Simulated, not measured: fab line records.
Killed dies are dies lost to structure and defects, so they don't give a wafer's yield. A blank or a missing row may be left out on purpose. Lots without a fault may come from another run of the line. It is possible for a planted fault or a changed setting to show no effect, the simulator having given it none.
The tool behind it: which one? -- flow berkeley-cmos170 -- 21 wafers from 7 lots sampled at 2 of the route's 331 steps

## WHAT THE GAUGES SHOWED, per wafer
UCB170_SACOX_THK_MEAS_02.
lot,measured,on,SACOX_OXIDE_THK (nm)
L458,day 6 05:57,film-metro-01,14.32 14.44 14.41
L461,day 6 17:18,film-metro-03,14.27 14.05 14.21
L463,day 7 16:42,film-metro-03,14.12 14.30 14.18
L466,day 7 23:28,film-metro-03,14.65 14.52 14.26
L468,day 8 05:35,film-metro-02,13.80 13.89 13.84
L470,day 9 04:55,film-metro-01,22.55 23.26 21.87 22.54 23.27 21.92
L473,day 9 11:56,film-metro-03,13.92 14.04 14.13

## WHICH TOOL RAN EACH LOT (tool, then ch and the chambers of the sampled wafers, then the start)
lot,UCB170_SACOX_OXIDATION_01
L458,"furnace-04 ch 0, day 6 04:17"
L461,"furnace-02 ch 0, day 6 15:37"
L463,"furnace-02 ch 0, day 7 15:01"
L466,"furnace-01 ch 0, day 7 21:48"
L468,"furnace-02 ch 0, day 8 03:55"
L470,"furnace-04 ch 0, day 9 00:14"
L473,"furnace-01 ch 0, day 9 10:16"
- UCB170_SACOX_OXIDATION_01: target thk 14.4 nm, ox time 2400 s.

## THE ANSWER, worked out from the rows above alone
Rule: what is usual is taken from the lots themselves. The widest of any qualifying gaps counts: lots, ordered by their means at a reading, are off when they make up no more than a third of the lots, leave a main group of 4 or more, and stand apart from it by 3 or more times the standard deviation of that group's means. If all means in a main group match to the digits the tables above print for the reading, that group is not used. A lot without any number at a reading at which 4 lots or more have one is off too. The other lots that the step has rows for count as sound.
Off: at UCB170_SACOX_THK_MEAS_02 (SACOX_OXIDE_THK), L470. The main group has a mean of 14.19 nm with a standard deviation of 0.21.
A tool fits if, at a process step before that reading, it ran every lot that is off, and no sound lot after the first of them. Those tools and the gauges at UCB170_SACOX_THK_MEAS_02 are tried in the same way. This does not decide it: 2 tools fit, namely furnace-04 at UCB170_SACOX_OXIDATION_01 and film-metro-01 at UCB170_SACOX_THK_MEAS_02.

## WHAT THE SIMULATOR HAD INSERTED
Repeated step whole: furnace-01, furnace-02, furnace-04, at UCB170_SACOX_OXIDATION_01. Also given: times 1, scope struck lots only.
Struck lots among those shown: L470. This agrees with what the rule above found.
